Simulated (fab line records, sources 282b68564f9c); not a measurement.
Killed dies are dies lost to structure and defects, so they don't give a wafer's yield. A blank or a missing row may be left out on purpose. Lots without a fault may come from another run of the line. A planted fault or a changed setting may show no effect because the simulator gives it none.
One fault seen from 2 desks | flow rit_cmos | each desk has only its own numbers; what lay behind them comes last

THE METROLOGY DESK
What the gauges read, lot by lot, whatever tool the lot ran on: means of the sampled wafers that have a number. A lot is out of limits, marked OUT, if its mean lies more than 4 standard deviations from the usual mean; the brackets give that distance.
Columns: A = NWELL_TW at RIT_NWELL_TW_MEAS_10, usual 2132; B = CONTACT_TEOS_THK at RIT_CONTACT_THK_MEAS_01, usual 417 nm; C = cd_nm at RIT_M1_CD_MEAS_90, usual 2599.9 nm
lot  | first seen here | A              | B   | C
L766 | day 2 00:40     | 2120           | 416 | 2600.8
L767 | day 2 04:01     | 2135           | 421 | 2599.0
L768 | day 2 09:07     | 2141           | 420 | 2597.8
L770 | day 2 19:23     | 2134           | 415 | 2599.6
L773 | day 3 14:22     | 2136           | 416 | 2599.1
L774 | day 3 23:13     | 2144           | 414 | 2602.6
L775 | day 4 02:47     | 2115           | 415 | 2599.8
L777 | day 4 13:37     | 2133           | 417 | 2603.5
L778 | day 4 21:56     | 2132           | 415 | 2598.9
L783 | day 5 16:17     | 1025 (-92) OUT | -   | -
L782 | day 5 16:46     | 1009 (-94) OUT | -   | -
L786 | day 6 07:25     | 2136           | 421 | 2596.8
L787 | day 6 17:38     | 2126           | 422 | 2600.4
L788 | day 6 18:02     | 2128           | 415 | 2596.5
This desk's finding: out of limits on L782, L783; first on L783, day 5 16:17 (NWELL_TW at RIT_NWELL_TW_MEAS_10). In limits: L766, L767, L768, L770, L773, L774, L775, L777, L778, L786, L787, L788.

THE TOOL OWNER'S DESK: implanter-04
The tool's own readings at RIT_NWELL_IMPLANT_08: means of the sampled wafers that have a number, for each lot that ran on this tool. A lot is out of limits, marked OUT, if its mean lies more than 4 standard deviations from the usual mean; the brackets give that distance.
Columns: A = dose_ions_cm2 at RIT_NWELL_IMPLANT_08, usual 4.999e+13; B = faraday_current_uA at RIT_NWELL_IMPLANT_08, usual 158.4
lot  | first seen here | A                           | B
L770 | day 2 19:05     | 4.994e+13                   | 158.8
L774 | day 3 22:53     | 5.000e+13                   | 158.0
L775 | day 4 02:28     | 4.999e+13                   | 160.3
L783 | day 5 15:58     | 4.957e+12 (-99 or more) OUT | 15.7 (-53) OUT
L782 | day 5 16:27     | 5.007e+12 (-99 or more) OUT | 16.0 (-53) OUT
This desk's finding: out of limits on L782, L783; first on L783, day 5 15:58 (dose_ions_cm2 at RIT_NWELL_IMPLANT_08). In limits: L770, L774, L775.

PUT TOGETHER
The tool owner's desk could have raised an alarm at day 5 15:58, on L782, L783.
The metrology desk could have raised an alarm at day 5 16:17, on L782, L783.
Of the lots named, all ran RIT_NWELL_IMPLANT_08 on implanter-04.

WHAT THE SIMULATOR HAD PUT IN
Process parameter drift: implanter-04, from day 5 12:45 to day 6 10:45, at RIT_NWELL_IMPLANT_08. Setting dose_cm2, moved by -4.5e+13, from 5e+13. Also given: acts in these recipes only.
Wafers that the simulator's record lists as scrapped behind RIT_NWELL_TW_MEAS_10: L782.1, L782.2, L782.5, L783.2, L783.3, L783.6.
Lots struck among those shown: L782, L783.
Hours from the fault's start to each desk's first reading out of limits: the tool owner's desk, 3; the metrology desk, 4.
